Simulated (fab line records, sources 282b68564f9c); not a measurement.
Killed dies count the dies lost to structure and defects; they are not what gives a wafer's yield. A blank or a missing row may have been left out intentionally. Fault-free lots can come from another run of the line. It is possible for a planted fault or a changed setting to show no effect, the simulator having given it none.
Which of the tools did it? | flow rit cmos | 10 lots, 30 wafers sampled, at 2 steps of a route of 202

== WHAT EACH GAUGE READ, for each wafer ==
RIT_NRETRO_OVL_MEAS_06.
lot  | measured    | on         | NRETRO_OVL (nm)
L667 | day 2 07:12 | overlay-02 | -0.7 0.3 -0.4
L668 | day 2 10:02 | overlay-01 | 0.3 0.9 0.5
L669 | day 2 15:16 | overlay-01 | -0.7 -1.0 -0.4
L670 | day 2 20:55 | overlay-02 | 0.9 1.8 0.4
L671 | day 3 01:44 | overlay-01 | 1.2 0.2 2.5
L679 | day 4 18:02 | overlay-02 | 421.7 421.7 420.6
L680 | day 4 22:39 | overlay-01 | 422.2 420.4 420.7
L682 | day 5 12:16 | overlay-01 | 1.3 1.5 -0.4
L685 | day 6 04:15 | overlay-01 | 0.6 -1.0 -0.9
L687 | day 6 09:31 | overlay-02 | -1.7 -1.3 -1.4

== WHICH TOOL RAN EACH LOT (tool, then ch and the chambers of the sampled wafers, then the start) ==
lot  | RIT_NRETRO_EXPOSE_03
L667 | iline stepper-01 ch 0, day 2 06:47
L668 | iline stepper-02 ch 0, day 2 09:37
L669 | iline stepper-02 ch 0, day 2 14:50
L670 | iline stepper-02 ch 0, day 2 20:29
L671 | iline stepper-02 ch 0, day 3 01:09
L679 | iline stepper-01 ch 0, day 4 17:37
L680 | iline stepper-01 ch 0, day 4 22:16
L682 | iline stepper-02 ch 0, day 5 11:51
L685 | iline stepper-02 ch 0, day 6 03:50
L687 | iline stepper-02 ch 0, day 6 09:07
- RIT_NRETRO_EXPOSE_03: exposes mask M4, target cd 43900 nm.

== WHAT THE TOOLS THEMSELVES READ (means of the sampled wafers that have a number; where no wafer has one, the mark that the record gives instead) ==
The record holds no such reading with a usual standard deviation.

== THE ANSWER, worked out from the rows above alone ==
Rule: the usual values come from the lots themselves. The widest of any qualifying gaps counts: lots, ordered by their means at a reading, are off when they make up no more than a third of the lots, leave a main group of 4 or more, and stand apart from it by 3 or more times the standard deviation of that group's means. Not used: any main group whose means are identical at the precision the tables above print for the reading. A lot without any number at a reading at which 4 lots or more have one is off too. All remaining lots with rows at the step are treated as sound. Order of review: gauges by route order, followed by the tools' own readings, for which a lot's mean as printed above is used. The first step at which some lot is off is used, and at that step the reading that is off furthest; a lot without a number counts as furthest.
Off: at RIT_NRETRO_OVL_MEAS_06 (NRETRO_OVL), L679, L680. The main group: mean 0.1 nm, standard deviation 0.9.
If a tool, at a process step before that reading, ran all the lots that are off and no sound lot after the first of them, it fits. Those tools and the gauges at RIT_NRETRO_OVL_MEAS_06 are tried in the same way. One fits: RIT_NRETRO_EXPOSE_03 on iline stepper-01. Its last sound lot is L667 (day 2 06:47), its first lot that is off L679 (day 4 17:37): a fault that began between those two fits.

== WHAT THE SIMULATOR PUT IN ==
Scanner matching overlay: iline stepper-01, from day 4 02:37 on, at RIT_NRETRO_EXPOSE_03. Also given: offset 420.
Struck lots among those shown: L679, L680. The same result came from the rule above.
